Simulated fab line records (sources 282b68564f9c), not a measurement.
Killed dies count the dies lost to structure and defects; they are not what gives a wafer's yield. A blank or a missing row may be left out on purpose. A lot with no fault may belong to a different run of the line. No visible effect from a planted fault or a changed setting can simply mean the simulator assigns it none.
fab line records -- flow ritCmos
[record] lots = 14, wafers = 42, lastDay = 7
route steps=202 shown NRETRO@61
lots that met no fault: taken from a fault-free run of the same line
startH: hours from the record's first day to the start of the lot's first wafer shown -- waitH: how many hours have passed since the lot's step before this one -- " unchanged from the row above -- L1.1+2: a row that stands for several wafers -- - value missing, or start not given -- * or withheld: withheld -- < > ~ a bound
route shown NAME@n: NAME is a module with steps in the file, n the number in the route of the first one -- usual: average and standard deviation across the fault-free wafers -- same: alike in all rows -- chamber/n: place in a boat -- sites: each site's reading -- _std_site: the values' standard deviation -- _edge_site: the outer-site mean with the inner-site mean subtracted -- radiusMm: for every site, how far away it sits from the centre of the wafer -- mask NAME#n: copy n -- behind: tool/chamber where the wafer was last shaped -- hold: reason for holding the lot/hours on hold/outcome of the hold -- device: the transistor (n, p or np) that didn't switch -- end of line: the route-end tests of the same wafers -- for a step that has no rows: nothing shown but its recipe -- killed: count of dies lost to structure and defects at first sort (not the wafer's yield) -- map: per-die view of a wafer (x killed, . not killed, _ where there is no die)
set.NAME: the setting that was run; set.NAME@STEP: the one run at that earlier step -- model.NAME: the simulator's own value behind a step, which no gauge read
steps of the route over a sample of lots; a table a step, a row a wafer
services: when a tool's chamber went out of use (startH, in hours from the record's first day, below 0 if earlier), for how many hours, and the reason
[[steps]]
[step RIT_NRETRO_IMPLANT_08]
[recipe] species = P, energyKev = 70, doseCm2 = 1e+13, tiltDeg = 7
lot.wafer,tool,chamber,startH,waitH
L701.3+5+6,implanter-03,0,30.81,0.2
L702.1+2+6,implanter-03,0,35.72,0.2
L703.4+5+6,implanter-03,0,44.27,0.2
L704.4+5+6,implanter-03,0,47.44,0.2
L705.1+2+6,implanter-01,0,52.08,0.2
L707.1+5+6,implanter-01,0,65.90,0.2
L708.2+3+6,implanter-03,0,70.47,0.2
L708.2+3+6,implanter-03,0,70.78,0.3
L709.2+5+6,implanter-03,0,71.01,0.2
L711.3+5+6,implanter-01,0,82.75,0.2
L711.3+5+6,implanter-01,0,83.07,0.3
L712.4+5+6,implanter-01,0,87.98,0.2
L716.4+5+6,implanter-04,0,107.74,0.2
L720.1+2+6,implanter-04,0,127.12,0.2
L722.1+2+3,implanter-01,0,135.53,0.2
L723.2+3+6,implanter-01,0,142.61,0.2
[step RIT_NRETRO_TW_MEAS_10]
[usual] NRETRO_TW = 1060/6.4
lot.wafer,tool,chamber,startH,waitH,NRETRO_TW
L701.3,filmMetro-04,-,31.10,0.1,1052
L701.5,filmMetro-04,-,31.10,0.1,1049
L701.6,filmMetro-04,-,31.10,0.1,1055
L702.1,filmMetro-01,-,36.04,0.1,1052
L702.2,filmMetro-01,-,36.04,0.1,1051
L702.6,filmMetro-01,-,36.04,0.1,1054
L703.4,filmMetro-04,-,44.55,0.1,1054
L703.5,filmMetro-04,-,44.55,0.1,1059
L703.6,filmMetro-04,-,44.55,0.1,1059
L704.4,filmMetro-04,-,47.72,0.1,1052
L704.5,filmMetro-04,-,47.72,0.1,1054
L704.6,filmMetro-04,-,47.72,0.1,1053
L705.1,filmMetro-01,-,52.41,0.1,1057
L705.2,filmMetro-01,-,52.41,0.1,1059
L705.6,filmMetro-01,-,52.41,0.1,1050
L707.1,filmMetro-04,-,66.23,0.1,1071
L707.5,filmMetro-04,-,66.23,0.1,1066
L707.6,filmMetro-04,-,66.23,0.1,1061
L708.2,filmMetro-02,-,71.09,0.1,1317
L708.3,filmMetro-02,-,71.09,0.1,1329
L708.6,filmMetro-02,-,71.09,0.1,1318
L709.2,filmMetro-02,-,71.32,0.1,1059
L709.5,filmMetro-02,-,71.32,0.1,1054
L709.6,filmMetro-02,-,71.32,0.1,1054
L711.3,filmMetro-02,-,83.36,0.1,1322
L711.5,filmMetro-02,-,83.36,0.1,1327
L711.6,filmMetro-02,-,83.36,0.1,1329
L712.4,filmMetro-04,-,88.26,0.1,1064
L712.5,filmMetro-04,-,88.26,0.1,1060
L712.6,filmMetro-04,-,88.26,0.1,1059
L716.4,filmMetro-02,-,108.02,0.1,1076
L716.5,filmMetro-02,-,108.02,0.1,1076
L716.6,filmMetro-02,-,108.02,0.1,1065
L720.1,filmMetro-04,-,127.45,0.1,1057
L720.2,filmMetro-04,-,127.45,0.1,1064
L720.6,filmMetro-04,-,127.45,0.1,1055
L722.1,filmMetro-01,-,135.85,0.1,1063
L722.2,filmMetro-01,-,135.85,0.1,1060
L722.3,filmMetro-01,-,135.85,0.1,1071
L723.2,filmMetro-02,-,142.92,0.1,1057
L723.3,filmMetro-02,-,142.92,0.1,1058
L723.6,filmMetro-02,-,142.92,0.1,1057
[[services]]
tool,chamber,startH,hours,kind
implanter-04,-,22.97,81.8,pm
implanter-04,-,107.93,3.1,repair
implanter-04,-,130.88,5.3,pm
[[key]]
[firstSign] step = RIT_NRETRO_IMPLANT_08, reading = visit, direction = added
[effect] step = RIT_NRETRO_TW_MEAS_10, reading = NRETRO_TW, direction = up, sigmas = 41, usual = 1060, struck = 1324
metAt RIT_NRETRO_IMPLANT_08
struckLots L708,L711
testerLeftOut L708,L711
[fault] kind = repeatedStepWhole, tool = implanter-01,implanter-03,implanter-04, chamber = -, onsetH = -, steps = RIT_NRETRO_IMPLANT_08, times = 1, scope = struckLotsOnly
// testerLeftOut: of these lots the tester's yield and bins aren't shown, on N5 and GAA mostly nor the transistor test; their killed dies are dies lost to structure and defects alone, not to doping, threshold or leakage, so they don't give the yield
